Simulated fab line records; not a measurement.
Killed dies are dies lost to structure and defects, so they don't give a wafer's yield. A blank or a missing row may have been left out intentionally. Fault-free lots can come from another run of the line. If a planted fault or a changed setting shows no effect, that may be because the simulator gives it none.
A struck lot beside a sound one | flow rit-cmos | 14 out of 202 route steps
Sound: wafers L368.1, L368.3, L368.6. Wafers L370.4, L370.5, L370.6 were the ones struck. The cause is named last.
Per side, at each step with rows, come the tool, then ch with its chambers, and then its first start. Under that, the readings that differ: sound wafers | struck wafers | difference of the means | sigmas: that difference in standard deviations of wafers without a fault.
alike: readings with means less than 2 such deviations apart, plus words and numbers identical on both sides. not compared: withheld readings, readings lacking a value on some wafer, bounds such as >300 that could conceal the same value, and numbers that have no deviation in the record and whose values overlap.
The two part at a step that has a row with sigmas, a row that says differs or no value, or rows on one side only. Non-overlapping numbers with no deviation appear without sigmas and do not part them. Lack of a reading on every wafer of one side parts them only where that side has two or more wafers.

first, 2 steps without rows for these wafers: RIT_NLDD_PEB_04; RIT_NLDD_DEVELOP_05 (develop time 50 s).
RIT_NLDD_OVL_MEAS_06:
  sound: overlay-01 at day 5 04:17; struck: overlay-01 at day 5 16:34
  alike: NLDD_OVL
then, 2 steps without rows for these wafers: RIT_NLDD_HARDBAKE_07 (time 60 s); RIT_NLDD_IMPLANT_08.
RIT_NLDD_STRIP_09: strips in O2, time 180 s.
  sound on plasma-asher-04 ch 0,1, day 5 04:37; struck on plasma-asher-03 ch 0,1, day 5 16:57
  alike: drypump-motor-current-A, rf-refl-power-W
  not compared: rf-hours-counter-h
RIT_NLDD_TW_MEAS_10:
  sound: film-metro-04 at day 5 04:47; struck: film-metro-04 at day 5 17:05
  alike: NLDD_TW
then, 5 steps without rows for these wafers: RIT_PLDD_HMDS_00 (prime time 60 s); RIT_PLDD_COAT_01 (resist thk 1000 nm); RIT_PLDD_SOFTBAKE_02 (time 60 s); RIT_PLDD_EXPOSE_03 (exposes mask M8, target cd 40900 nm); RIT_PLDD_PEB_04.
RIT_PLDD_DEVELOP_05: develop time 50 s.
  sound on litho-track-02 ch 0, day 5 05:00; struck on litho-track-03, day 5 17:00
  no value came back on the struck wafers for chill-plate-temp-C (C), develop-time-s (s); on the sound wafers chill-plate-temp-C (C) reads 22.92 23.13 22.91
RIT_PLDD_OVL_MEAS_06:
  sound: overlay-01 at day 5 05:59; struck: overlay-02 at day 5 17:59
  reading       | sound          | struck | difference                    | sigmas
  PLDD_OVL (nm) | -3.3 -2.4 -4.6 | - - -  | no value on the struck wafers |

WHERE THEY PART
First at RIT_PLDD_DEVELOP_05; last, within this record, at RIT_PLDD_OVL_MEAS_06.

WHY: what had been put in by the simulator
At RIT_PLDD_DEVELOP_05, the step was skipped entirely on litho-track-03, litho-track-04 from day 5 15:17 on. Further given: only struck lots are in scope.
